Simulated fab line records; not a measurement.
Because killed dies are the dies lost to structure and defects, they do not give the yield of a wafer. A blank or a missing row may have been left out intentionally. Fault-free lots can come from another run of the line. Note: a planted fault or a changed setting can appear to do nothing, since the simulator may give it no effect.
fab line records + flow berkeley-cmos170
[record]
- lots = 5
- wafers = 15
- last-day = 13
route steps=331 shown ZERO@7 NWELL@14
lots that met no fault: taken from a fault-free run of the same line
start-h: hours from the record's opening day to when the first of the lot's shown wafers began + wait-h: hours since the lot's step before + " as in the row above + L1.1+2: several wafers, shown together as one row + - no value, or no start was given + * or withheld: withheld + < > ~ a bound
route shown NAME@n: a module of which the file shows steps, and the number in the route of the first + usual: mean and standard deviation over wafers with no fault + same: alike in all rows + chamber/n: place in a boat + sites: the reading at each site + _std_site: the standard deviation of these + _edge_site: mean of outer sites minus mean of inner sites + radius-mm: how far each site lies from the wafer's centre + mask NAME#n: copy n + behind: tool/chamber where the wafer was last shaped + hold: why the lot was held/for how many hours/how that ended + device: the transistor (n, p or np) that didn't switch + end of line: tests of these same wafers at the route's end + for a step that has no rows: nothing shown but its recipe + killed: dies that structure and defects cost at the first sort, which is not the same as the wafer's yield + map: a wafer's dies, x killed, . not, _ none there
set.NAME: the setting the step ran with; set.NAME@STEP: the setting that earlier step ran with + model.NAME: the simulator's own value behind a step, which no gauge read
lots seen at some steps along the route; tables by step, rows by wafer
services: a tool's chamber out of use, with start hour (start-h, from the record's first day; less than 0 if before it), hours out, and reason
[[steps]]
[step UCB170_ZERO_COAT_01]
[recipe]
- resist = KrF
- spin-rpm = 1500
- resist-thk-nm = 900
| lot.wafer  | tool           | chamber | start-h | wait-h |
|------------|----------------|---------|---------|--------|
| L075.1+5+6 | litho-track-02 | 0       | 30.57   | 0.1    |
| L088.1+3+6 | litho-track-04 | 0       | 88.73   | 0.1    |
| L091.3+4+6 | litho-track-04 | 0       | 106.98  | 0.1    |
| L094.1+3+6 | litho-track-02 | 0       | 117.44  | 0.1    |
| L095.1+2+5 | litho-track-04 | 0       | 122.84  | 0.1    |
[step UCB170_ZERO_SOFTBAKE_02]
[recipe]
- resist = KrF
- temp-c = 130
- time-s = 60
| lot.wafer  | tool           | chamber | start-h | wait-h |
|------------|----------------|---------|---------|--------|
| L075.1+5+6 | litho-track-02 | 0       | 30.72   | 0.1    |
| L088.1+3+6 | litho-track-04 | 0       | 88.88   | 0.1    |
| L091.3+4+6 | litho-track-04 | 0       | 107.13  | 0.1    |
| L094.1+3+6 | litho-track-02 | 0       | 117.59  | 0.1    |
| L095.1+2+5 | litho-track-04 | 0       | 122.99  | 0.1    |
[step UCB170_ZERO_EXPOSE_03]
[recipe]
- mask-id = PM_MARKS
- na = 0.5
- sigma-outer = 0.6
- source-shape = conventional
- target-cd-nm = 4000
- dose-mj = 30
[same]
- sigma-outer = 0.6
| lot.wafer  | tool           | chamber | start-h | wait-h | mask       |
|------------|----------------|---------|---------|--------|------------|
| L075.1+5+6 | krf-scanner-02 | 0       | 30.99   | 0.2    | PM_MARKS#0 |
| L088.1+3+6 | krf-scanner-02 | 0       | 89.03   | 0.1    | PM_MARKS#0 |
| L091.3+4+6 | krf-scanner-02 | 0       | 107.39  | 0.2    | PM_MARKS#0 |
| L094.1+3+6 | krf-scanner-01 | 0       | -       | -      | PM_MARKS#0 |
| L095.1+2+5 | krf-scanner-02 | 0       | 123.26  | 0.2    | PM_MARKS#0 |
[step UCB170_ZERO_PEB_04]
[recipe]
- peb-temp-c = 130
- peb-time-s = withheld
- resist = KrF
| lot.wafer  | tool           | chamber | start-h | wait-h |
|------------|----------------|---------|---------|--------|
| L075.1+5+6 | litho-track-04 | 0       | 31.11   | 0.1    |
| L088.1+3+6 | litho-track-01 | 0       | 89.15   | 0.1    |
| L091.3+4+6 | litho-track-01 | 0       | 107.52  | 0.1    |
| L094.1+3+6 | litho-track-02 | 0       | -       | -      |
| L095.1+2+5 | litho-track-02 | 0       | 124.17  | 0.9    |
[step UCB170_ZERO_DEVELOP_05]
[recipe]
- developer = TMAH
- develop-time-s = 45
- resist = KrF
- dev-temp-c = 21
| lot.wafer  | tool           | chamber | start-h | wait-h |
|------------|----------------|---------|---------|--------|
| L075.1+5+6 | litho-track-04 | 0       | -       | -      |
| L088.1+3+6 | litho-track-01 | 0       | -       | -      |
| L091.3+4+6 | litho-track-01 | 0       | -       | -      |
| L094.1+3+6 | litho-track-02 | 0       | -       | -      |
| L095.1+2+5 | litho-track-02 | 0       | -       | -      |
[step UCB170_ZERO_ETCH_06]
[recipe]
- chemistry = CHF3/CF4/Ar
- target = SiO2
- time-s = 12
- pressure-mtorr = 100
- rf-w = 500
- CHF3_flow_sccm = 50
- cf4-flow-sccm = 10
- Ar_flow_sccm = 120
- over-etch-frac = 1.58
[usual]
- drypump-motor-current-A = 5.5/0.36
- mfc-ar-sccm = 120.0/0.36
- oes-product-au = 0.619/0.0084
- throttle-valve-pct = 9.25/0.094
[same]
- over-etch-frac = 1.58
| lot.wafer | tool        | chamber | start-h | wait-h | drypump-motor-current-A | mfc-ar-sccm | oes-product-au | rf-hours-counter-h | throttle-valve-pct |
|-----------|-------------|---------|---------|--------|-------------------------|-------------|----------------|--------------------|--------------------|
| L075.1    | rie-diel-02 | 1       | 31.38   | -      | 5.7                     | 119.2       | 0.610          | 149                | 9.28               |
| L075.5    | "           | 3       | "       | "      | 6.1                     | 119.9       | 0.625          | -                  | 9.39               |
| L075.6    | "           | 1       | "       | "      | 5.7                     | 119.4       | 0.615          | -                  | 9.27               |
| L088.1    | rie-diel-03 | 1       | 89.42   | -      | 5.9                     | 119.8       | 0.609          | 27                 | 9.41               |
| L088.3    | "           | 2       | "       | "      | 5.3                     | 120.2       | 0.621          | 15                 | 9.25               |
| L088.6    | "           | 0       | "       | "      | 5.4                     | 119.4       | 0.622          | -                  | 9.18               |
| L091.3    | rie-diel-02 | 0       | 107.75  | -      | 6.0                     | 119.5       | 0.601          | 3                  | 9.09               |
| L091.4    | "           | 3       | "       | "      | 6.1                     | 119.7       | 0.624          | 118                | 9.37               |
| L091.6    | "           | 2       | "       | "      | 5.2                     | 120.2       | 0.629          | -                  | 9.31               |
| L094.1    | rie-diel-04 | 0       | 119.29  | -      | 5.1                     | 119.6       | 0.622          | 78                 | 9.23               |
| L094.3    | "           | 3       | "       | "      | 5.2                     | 120.5       | 0.612          | 14                 | 9.21               |
| L094.6    | "           | 3       | "       | "      | 5.2                     | 120.3       | 0.611          | -                  | 9.21               |
| L095.1    | rie-diel-03 | 2       | 124.45  | -      | 5.3                     | 119.2       | 0.617          | 17                 | 9.26               |
| L095.2    | "           | 0       | "       | "      | 5.4                     | 120.1       | 0.623          | 11                 | 9.16               |
| L095.5    | "           | 2       | "       | "      | 5.3                     | 119.9       | 0.615          | -                  | 9.25               |
[step UCB170_ZERO_STRIP_07]
[recipe]
- chemistry = O2
- power-w = 400
- pressure-mtorr = 3500
- platen-temp-c = withheld
- o2-flow-sccm = 400
- overash-fraction = 0.5
[usual]
- drypump-motor-current-A = 5.8/0.36
- oes-product-au = 0.727/0.0046
- strip-time-to-endpoint-s = 21.45/0.055
| lot.wafer | tool            | chamber | start-h | wait-h | drypump-motor-current-A | oes-product-au | rf-hours-counter-h | strip-time-to-endpoint-s |
|-----------|-----------------|---------|---------|--------|-------------------------|----------------|--------------------|--------------------------|
| L075.1    | plasma-asher-02 | 1       | 31.42   | 0.0    | 5.5                     | 0.725          | 29                 | 21.50                    |
| L075.5    | "               | 1       | "       | "      | 5.4                     | 0.732          | -                  | 21.53                    |
| L075.6    | "               | 0       | "       | "      | 6.4                     | 0.728          | -                  | 21.42                    |
| L088.1    | plasma-asher-02 | 0       | 89.44   | 0.0    | 6.4                     | 0.729          | 35                 | 21.48                    |
| L088.3    | "               | 0       | "       | "      | 6.4                     | 0.731          | -                  | 21.48                    |
| L088.6    | "               | 0       | "       | "      | 6.4                     | 0.737          | -                  | 21.44                    |
| L091.3    | plasma-asher-03 | 0       | 107.80  | 0.0    | 5.7                     | 0.726          | -                  | 21.42                    |
| L091.4    | "               | 1       | "       | "      | 5.9                     | 0.730          | -                  | 21.41                    |
| L091.6    | "               | 1       | "       | "      | 5.9                     | 0.730          | -                  | 21.42                    |
| L094.1    | plasma-asher-01 | 1       | 119.32  | 0.0    | 5.4                     | 0.721          | 37                 | 21.53                    |
| L094.3    | "               | 0       | "       | "      | 6.2                     | 0.724          | -                  | 21.49                    |
| L094.6    | "               | 1       | "       | "      | 5.4                     | 0.719          | -                  | 21.50                    |
| L095.1    | plasma-asher-01 | 1       | 124.47  | 0.0    | 5.4                     | 0.728          | 37                 | 21.43                    |
| L095.2    | "               | 0       | "       | "      | 6.2                     | 0.725          | 37                 | 21.55                    |
| L095.5    | "               | 0       | "       | "      | 6.2                     | 0.721          | -                  | 21.41                    |
[step UCB170_NWELL_WET_ETCH_00]
[recipe]
- chemistry = dHF
- dilution = 25:1
- target = SiO2
- temp-c = 25
- time-s = 200
| lot.wafer  | tool         | chamber | start-h | wait-h |
|------------|--------------|---------|---------|--------|
| L075.1+5+6 | wet-bench-01 | 3       | 32.94   | 1.5    |
| L088.1+3+6 | wet-bench-02 | 3       | 90.16   | 0.7    |
| L091.3+4+6 | wet-bench-02 | 2       | 109.20  | 1.4    |
| L094.1+3+6 | wet-bench-02 | 0       | 122.48  | 3.1    |
| L095.1+2+5 | wet-bench-03 | 0       | 127.01  | 2.5    |
[step UCB170_NWELL_OXIDATION_01]
[recipe]
- temp-c = 1000
- ambient = O2
- target-thk-a = 264
- ox-time-s = 1260
[usual]
- spike-tc-load-C = 1027.7/2.3
- zone-power-load-pct = 37.0/1.8
| lot.wafer | tool       | chamber | start-h | wait-h | spike-tc-load-C | zone-power-load-pct |
|-----------|------------|---------|---------|--------|-----------------|---------------------|
| L075.1    | furnace-04 | 0       | 37.59   | 4.6    | 1028.1          | 36.0                |
| L075.5    | "          | 0       | "       | "      | 1029.0          | 36.1                |
| L075.6    | "          | 0       | "       | "      | 1028.6          | 36.4                |
| L088.1    | furnace-02 | 0       | 92.51   | 2.3    | 1028.8          | 38.7                |
| L088.3    | "          | 0       | "       | "      | 1028.1          | 38.5                |
| L088.6    | "          | 0       | "       | "      | 1029.6          | 38.1                |
| L091.3    | furnace-01 | 0       | 109.72  | 0.5    | 1022.8          | 33.8                |
| L091.4    | "          | 0       | "       | "      | 1023.3          | 34.0                |
| L091.6    | "          | 0       | "       | "      | 1022.7          | 33.8                |
| L094.1    | furnace-04 | 0       | 122.55  | 0.0    | 1027.2          | 35.9                |
| L094.3    | "          | 0       | "       | "      | 1029.3          | 36.0                |
| L094.6    | "          | 0       | "       | "      | 1027.9          | 36.4                |
| L095.1    | furnace-01 | 0       | 129.90  | 2.8    | 1024.0          | 33.8                |
| L095.2    | "          | 0       | "       | "      | 1023.3          | 33.6                |
| L095.5    | "          | 0       | "       | "      | 1023.1          | 33.1                |
[step UCB170_NWELL_THK_MEAS_02]
[recipe]
- reads = SiO2_of_NWELL_OXIDATION_01
[usual]
- NWELL_OXIDE_THK = 26.7/0.47
| lot.wafer | tool          | chamber | start-h | wait-h | NWELL_OXIDE_THK[nm] |
|-----------|---------------|---------|---------|--------|---------------------|
| L075.1    | film-metro-03 | -       | 38.94   | 0.0    | 27.6                |
| L075.5    | "             | -       | "       | "      | 27.6                |
| L075.6    | "             | -       | "       | "      | 27.3                |
| L088.1    | film-metro-04 | -       | 93.86   | 0.0    | 26.9                |
| L088.3    | "             | -       | "       | "      | 26.8                |
| L088.6    | "             | -       | "       | "      | 26.6                |
| L091.3    | film-metro-02 | -       | 111.13  | 0.1    | 26.4                |
| L091.4    | "             | -       | "       | "      | 26.3                |
| L091.6    | "             | -       | "       | "      | 26.3                |
| L094.1    | film-metro-03 | -       | 123.90  | 0.0    | 26.0                |
| L094.3    | "             | -       | "       | "      | 25.9                |
| L094.6    | "             | -       | "       | "      | 25.9                |
| L095.1    | film-metro-03 | -       | 131.25  | 0.0    | 26.3                |
| L095.2    | "             | -       | "       | "      | 26.6                |
| L095.5    | "             | -       | "       | "      | 26.6                |
[step UCB170_NWELL_ANNEAL_03]
[recipe]
- temp-c = 1000
- time-s = 900
- ambient = N2
[usual]
- spike-tc-load-C = 1024.9/2.7
- zone-power-load-pct = 35.2/1.9
| lot.wafer | tool       | chamber | start-h | wait-h | spike-tc-load-C | zone-power-load-pct |
|-----------|------------|---------|---------|--------|-----------------|---------------------|
| L075.1    | furnace-01 | 0       | 42.25   | 3.3    | 1023.7          | 33.8                |
| L075.5    | "          | 0       | "       | "      | 1022.9          | 33.8                |
| L075.6    | "          | 0       | "       | "      | 1022.8          | 34.1                |
| L088.1    | furnace-04 | 0       | 98.25   | 4.4    | 1028.1          | 36.3                |
| L088.3    | "          | 0       | "       | "      | 1026.9          | 36.3                |
| L088.6    | "          | 0       | "       | "      | 1026.3          | 35.5                |
| L091.3    | furnace-01 | 0       | 114.23  | 3.1    | 1022.0          | 34.0                |
| L091.4    | "          | 0       | "       | "      | 1022.7          | 33.9                |
| L091.6    | "          | 0       | "       | "      | 1022.5          | 33.9                |
| L094.1    | furnace-01 | 0       | 125.65  | 1.7    | 1021.6          | 33.9                |
| L094.3    | "          | 0       | "       | "      | 1023.3          | 33.6                |
| L094.6    | "          | 0       | "       | "      | 1023.0          | 33.8                |
| L095.1    | furnace-04 | 0       | 136.09  | 4.8    | 1028.0          | 36.0                |
| L095.2    | "          | 0       | "       | "      | 1028.6          | 36.6                |
| L095.5    | "          | 0       | "       | "      | 1028.9          | 35.9                |
[step UCB170_NWELL_CVD_04]
[recipe]
- material = Si3N4
- target-thk-nm = 224
- temp-c = 800
- precursor = SiH2Cl2/NH3
- time-s = 3360
- pressure-mtorr = 200
- sih2cl2-flow-sccm = 25
- nh3-flow-sccm = 75
[usual]
- spike-tc-load-C = 822/3.6
- zone-power-load-pct = 22.4/2.8
| lot.wafer | tool     | chamber | start-h | wait-h | spike-tc-load-C | zone-power-load-pct |
|-----------|----------|---------|---------|--------|-----------------|---------------------|
| L075.1    | lpcvd-01 | 0       | 43.50   | 0.0    | 827             | 18.4                |
| L075.5    | "        | 0       | "       | "      | 829             | 18.6                |
| L075.6    | "        | 0       | "       | "      | 826             | 18.4                |
| L088.1    | lpcvd-02 | 0       | 99.50   | 0.0    | 825             | 22.4                |
| L088.3    | "        | 0       | "       | "      | 826             | 22.2                |
| L088.6    | "        | 0       | "       | "      | 824             | 22.6                |
| L091.3    | lpcvd-01 | 1       | 115.48  | 0.0    | 819             | 26.3                |
| L091.4    | "        | 1       | "       | "      | 819             | 26.3                |
| L091.6    | "        | 1       | "       | "      | 819             | 27.0                |
| L094.1    | lpcvd-01 | 1       | 126.90  | 0.0    | 822             | 26.0                |
| L094.3    | "        | 1       | "       | "      | 819             | 26.7                |
| L094.6    | "        | 1       | "       | "      | 821             | 26.6                |
| L095.1    | lpcvd-02 | 1       | 137.34  | 0.0    | 820             | 20.5                |
| L095.2    | "        | 1       | "       | "      | 820             | 21.0                |
| L095.5    | "        | 1       | "       | "      | 820             | 20.9                |
[step UCB170_NWELL_THK_MEAS_05]
[recipe]
- reads = Si3N4_of_NWELL_CVD_04
[usual]
- NWELL_NITRIDE_THK = 223.2/2
| lot.wafer | tool          | chamber | start-h | wait-h | NWELL_NITRIDE_THK[nm] |
|-----------|---------------|---------|---------|--------|-----------------------|
| L075.1    | film-metro-03 | -       | 45.43   | 0.0    | 221.7                 |
| L075.5    | "             | -       | "       | "      | 223.1                 |
| L075.6    | "             | -       | "       | "      | 223.3                 |
| L088.1    | film-metro-02 | -       | 103.85  | 0.0    | 221.5                 |
| L088.3    | "             | -       | "       | "      | 222.1                 |
| L088.6    | "             | -       | "       | "      | 223.6                 |
| L091.3    | film-metro-03 | -       | 117.44  | 0.0    | 226.8                 |
| L091.4    | "             | -       | "       | "      | 226.7                 |
| L091.6    | "             | -       | "       | "      | 227.3                 |
| L094.1    | film-metro-04 | -       | 128.83  | 0.0    | 223.5                 |
| L094.3    | "             | -       | "       | "      | 222.3                 |
| L094.6    | "             | -       | "       | "      | 222.8                 |
| L095.1    | film-metro-02 | -       | 140.24  | 0.0    | 223.4                 |
| L095.2    | "             | -       | "       | "      | 222.0                 |
| L095.5    | "             | -       | "       | "      | 223.7                 |
[step UCB170_NWELL_HMDS_06]
[recipe]
- prime-time-s = 60
- prime-temp-c = 100
| lot.wafer  | tool           | chamber | start-h | wait-h |
|------------|----------------|---------|---------|--------|
| L075.1+5+6 | litho-track-03 | 0       | 45.54   | 0.1    |
| L088.1+3+6 | litho-track-04 | 0       | 103.91  | 0.1    |
| L091.3+4+6 | litho-track-01 | 0       | 118.05  | 0.6    |
| L094.1+3+6 | litho-track-03 | 0       | 129.41  | 0.6    |
| L095.1+2+5 | litho-track-03 | 0       | 140.74  | 0.5    |
[step UCB170_NWELL_COAT_07]
[recipe]
- resist = KrF
- spin-rpm = 1500
- resist-thk-nm = 900
| lot.wafer  | tool           | chamber | start-h | wait-h |
|------------|----------------|---------|---------|--------|
| L075.1+5+6 | litho-track-03 | 0       | 45.69   | 0.1    |
| L088.1+3+6 | litho-track-04 | 0       | 104.06  | 0.1    |
| L091.3+4+6 | litho-track-01 | 0       | 118.20  | 0.1    |
| L094.1+3+6 | litho-track-03 | 0       | 129.56  | 0.1    |
| L095.1+2+5 | litho-track-03 | 0       | 140.89  | 0.1    |
[step UCB170_NWELL_SOFTBAKE_08]
[recipe]
- resist = KrF
- temp-c = 130
- time-s = 60
| lot.wafer  | tool           | chamber | start-h | wait-h |
|------------|----------------|---------|---------|--------|
| L075.1+5+6 | litho-track-03 | 0       | 45.84   | 0.1    |
| L088.1+3+6 | litho-track-04 | 0       | 104.21  | 0.1    |
| L091.3+4+6 | litho-track-01 | 0       | 118.35  | 0.1    |
| L094.1+3+6 | litho-track-03 | 0       | 129.71  | 0.1    |
| L095.1+2+5 | litho-track-03 | 0       | 141.04  | 0.1    |
[step UCB170_NWELL_EXPOSE_09]
[recipe]
- mask-id = NWELL
- target-cd-nm = 3000
- na = 0.5
- sigma-outer = 0.6
- source-shape = conventional
- dose-mj = 25
[same]
- sigma-outer = 0.6
| lot.wafer  | tool           | chamber | start-h | wait-h | mask    |
|------------|----------------|---------|---------|--------|---------|
| L075.1+5+6 | krf-scanner-01 | 0       | 46.31   | 0.4    | NWELL#0 |
| L088.1+3+6 | krf-scanner-02 | 0       | 104.49  | 0.2    | NWELL#0 |
| L091.3+4+6 | krf-scanner-02 | 0       | -       | -      | NWELL#0 |
| L094.1+3+6 | krf-scanner-01 | 0       | 129.86  | 0.1    | NWELL#0 |
| L095.1+2+5 | krf-scanner-01 | 0       | 141.55  | 0.5    | NWELL#0 |
[[services]]
| tool            | chamber | start-h | hours | kind   |
|-----------------|---------|---------|-------|--------|
| krf-scanner-01  | -       | 10.34   | 3.6   | pm     |
| furnace-01      | -       | 18.21   | 3.1   | pm     |
| plasma-asher-01 | -       | 20.42   | 2.4   | repair |
| furnace-02      | -       | 26.70   | 2.9   | pm     |
| rie-diel-02     | 2       | 26.99   | 9.6   | repair |
| wet-bench-02    | -       | 32.38   | 2.7   | repair |
| krf-scanner-02  | -       | 33.51   | 0.9   | repair |
| plasma-asher-02 | -       | 55.63   | 1.2   | repair |
| krf-scanner-02  | -       | 58.25   | 1.0   | pm     |
| krf-scanner-02  | -       | 74.34   | 0.4   | repair |
| krf-scanner-01  | -       | 86.13   | 1.0   | pm     |
| krf-scanner-02  | -       | 86.54   | 0.2   | repair |
| krf-scanner-01  | -       | 87.13   | 0.8   | pm     |
| rie-diel-03     | -       | 92.74   | 2.8   | pm     |
| krf-scanner-02  | -       | 97.74   | 3.6   | pm     |
| krf-scanner-01  | -       | 101.40  | 4.4   | pm     |
| krf-scanner-01  | -       | 106.43  | 3.1   | repair |
| krf-scanner-02  | -       | 110.73  | 1.3   | pm     |
| rie-diel-02     | -       | 111.00  | 1.7   | repair |
| krf-scanner-02  | -       | 112.87  | 0.5   | repair |
| rie-diel-03     | 3       | 131.71  | 5.5   | repair |
| rie-diel-02     | 1       | 139.45  | 7.7   | repair |
| rie-diel-03     | 3       | 139.70  | 8.0   | repair |
| furnace-04      | -       | 141.19  | 3.4   | pm     |
[[key]]
fault none
